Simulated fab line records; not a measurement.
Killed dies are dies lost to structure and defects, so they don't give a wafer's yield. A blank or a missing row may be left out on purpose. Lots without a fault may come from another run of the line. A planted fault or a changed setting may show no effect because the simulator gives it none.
Struck lot and sound lot, side by side :: flow ritCmos :: 43 out of 202 route steps
Sound: these wafers, L418.2, L418.4, L418.6. Wafers struck: L431.2, L431.4, L431.5. Last of all comes the cause.
Order at every step that has rows: each side's tool, ch and its chambers, its first start. Under that, the readings that differ: sound wafers :: struck wafers :: difference of the means :: sigmas: that difference in standard deviations of wafers without a fault.
alike: a reading whose means differ by less than 2 such deviations, as well as words and numbers matching on both sides. not compared: withheld readings; readings where some wafer has no value; bounds like >300 that might hide an equal value; numbers whose values overlap and for which the record gives no deviation.
A row with sigmas, a row that says differs or no value, or rows on one side alone: a step with any of these is where the two part. When numbers do not overlap yet have no deviation, they are printed without sigmas and do not part them. Lack of a reading on every wafer of one side parts them only where that side has two or more wafers.

first, 2 steps without rows for these wafers: RIT_ACTIVE_PEB_09; RIT_ACTIVE_DEVELOP_10 (develop time 50 s).
RIT_ACTIVE_CD_MEAS_11 targets a cd of 1400 nm.
  sound: cdSem-01 at day 2 21:29; struck: cdSem-01 at day 5 13:28
  alike: cdNm
then, 1 step without rows for these wafers: RIT_ACTIVE_HARDBAKE_12 (time 60 s).
RIT_ACTIVE_ETCH_13: etches Si3N4 in SF6, stops on SiO2, time 210 s, target depth 210 nm.
  sound on rieDiel-04 ch 0,1,2, day 2 22:02; struck on rieDiel-01 ch 2,3, day 5 13:43
  alike: drypumpMotorCurrentA, oesProductAu, throttleValvePct
  not compared: rfHoursCounterH
RIT_ACTIVE_STRIP_14: strips in O2, time 180 s.
  sound on plasmaAsher-01 ch 0,1, day 2 22:11; struck on plasmaAsher-04 ch 0,1, day 5 13:50
  alike: drypumpMotorCurrentA
  not compared: rfHoursCounterH
RIT_ACTIVE_CD_MEAS_90 targets a cd of 1400 nm.
  sound: cdSem-01 at day 2 22:22; struck: cdSem-01 at day 5 14:02
  alike: cdNm
then, 4 steps without rows for these wafers: RIT_ACTIVE_CLEAN_15 (cleans in SC1, time 600 s); RIT_ACTIVE_CLEAN_16 (cleans in dHF, time 30 s); RIT_ACTIVE_CLEAN_17 (cleans in SC2, time 600 s); RIT_FOX1_OXIDATION_00 (target thk 350.7 nm, ox time 1130 s).
RIT_FOX1_THK_MEAS_01:
  sound: filmMetro-04 at day 3 00:10; struck: filmMetro-02 at day 5 16:23
  alike: FOX1_OXIDE_THK
RIT_FOX1_WET_ETCH_02: etches SiO2 in BOE, target depth 350 nm, time 390 s.
  sound on wetBench-03 ch 3, day 3 00:13; struck on wetBench-03 ch 3, day 5 16:26
  alike: bathHeatDutyPct
then, 1 step without rows for these wafers: RIT_FOX2_OXIDATION_00 (target thk 350.7 nm, ox time 1130 s).
RIT_FOX2_THK_MEAS_01:
  sound: filmMetro-01 at day 3 01:58; struck: filmMetro-02 at day 5 20:09
  alike: FOX2_OXIDE_THK
then, 2 steps without rows for these wafers: RIT_FOX2_CLEAN_02 (cleans in dHF, time 180 s); RIT_FOX2_WET_ETCH_03 (etches Si3N4 in H3PO4, target depth 195 nm, time 2700 s).
RIT_FOX2_THK_MEAS_90:
  sound: filmMetro-01 at day 3 02:51; struck: filmMetro-02 at day 5 21:10
  alike: FIELD_OXIDE_LEFT_1_THK
then, 6 steps without rows for these wafers: RIT_NWELL_HMDS_00 (prime time 60 s); RIT_NWELL_COAT_01 (resist thk 1300 nm); RIT_NWELL_SOFTBAKE_02 (time 60 s); RIT_NWELL_EXPOSE_03 (exposes mask M2, target cd 43900 nm); RIT_NWELL_PEB_04; RIT_NWELL_DEVELOP_05 (develop time 68 s).
RIT_NWELL_OVL_MEAS_06:
  sound: overlay-01 at day 3 03:47; struck: overlay-02 at day 5 22:06
  alike: NWELL_OVL
then, 2 steps without rows for these wafers: RIT_NWELL_HARDBAKE_07 (time 120 s); RIT_NWELL_IMPLANT_08.
RIT_NWELL_STRIP_09: strips in O2, time 180 s.
  sound on plasmaAsher-02 ch 0,1, day 3 04:13; struck on plasmaAsher-01 ch 0,1, day 5 22:32
  alike: drypumpMotorCurrentA
  not compared: rfHoursCounterH
RIT_NWELL_TW_MEAS_10:
  sound: filmMetro-04 at day 3 04:44; struck: filmMetro-03 at day 5 22:43
  alike: NWELL_TW
then, 6 steps without rows for these wafers: RIT_PWELL_HMDS_00 (prime time 60 s); RIT_PWELL_COAT_01 (resist thk 1300 nm); RIT_PWELL_SOFTBAKE_02 (time 60 s); RIT_PWELL_EXPOSE_03 (exposes mask M3, target cd 43700 nm); RIT_PWELL_PEB_04; RIT_PWELL_DEVELOP_05 (develop time 68 s).
RIT_PWELL_OVL_MEAS_06:
  sound: overlay-01 at day 3 05:40; struck: overlay-02 at day 5 23:47
  alike: PWELL_OVL
then, 2 steps without rows for these wafers: RIT_PWELL_HARDBAKE_07 (time 120 s); RIT_PWELL_IMPLANT_08.
RIT_PWELL_STRIP_09: strips in O2, time 180 s.
  sound on plasmaAsher-04 ch 0,1, day 3 06:06; struck on plasmaAsher-04 ch 0, day 6 00:13
  alike: drypumpMotorCurrentA
  not compared: rfHoursCounterH
RIT_PWELL_TW_MEAS_10:
  sound: filmMetro-03 at day 3 06:17; struck: filmMetro-02 at day 6 00:23
  alike: PWELL_TW
then, 1 step without rows for these wafers: RIT_WELLDRIVE_ANNEAL_00 (time 14700 s).
RIT_WELLDRIVE_RS_MEAS_01: the measuring method here is four-point-probe.
  sound: filmMetro-02 at day 3 12:44; struck: filmMetro-03 at day 6 06:11
  alike: NWELL_RS
RIT_M1_PROBE_99:
  the record has rows for the struck wafers here (prober-01, day 7 13:36) and none for the sound ones

## WHERE THEY PART
Only at RIT_M1_PROBE_99, as far as this record shows.

WHY: what the simulator had put in
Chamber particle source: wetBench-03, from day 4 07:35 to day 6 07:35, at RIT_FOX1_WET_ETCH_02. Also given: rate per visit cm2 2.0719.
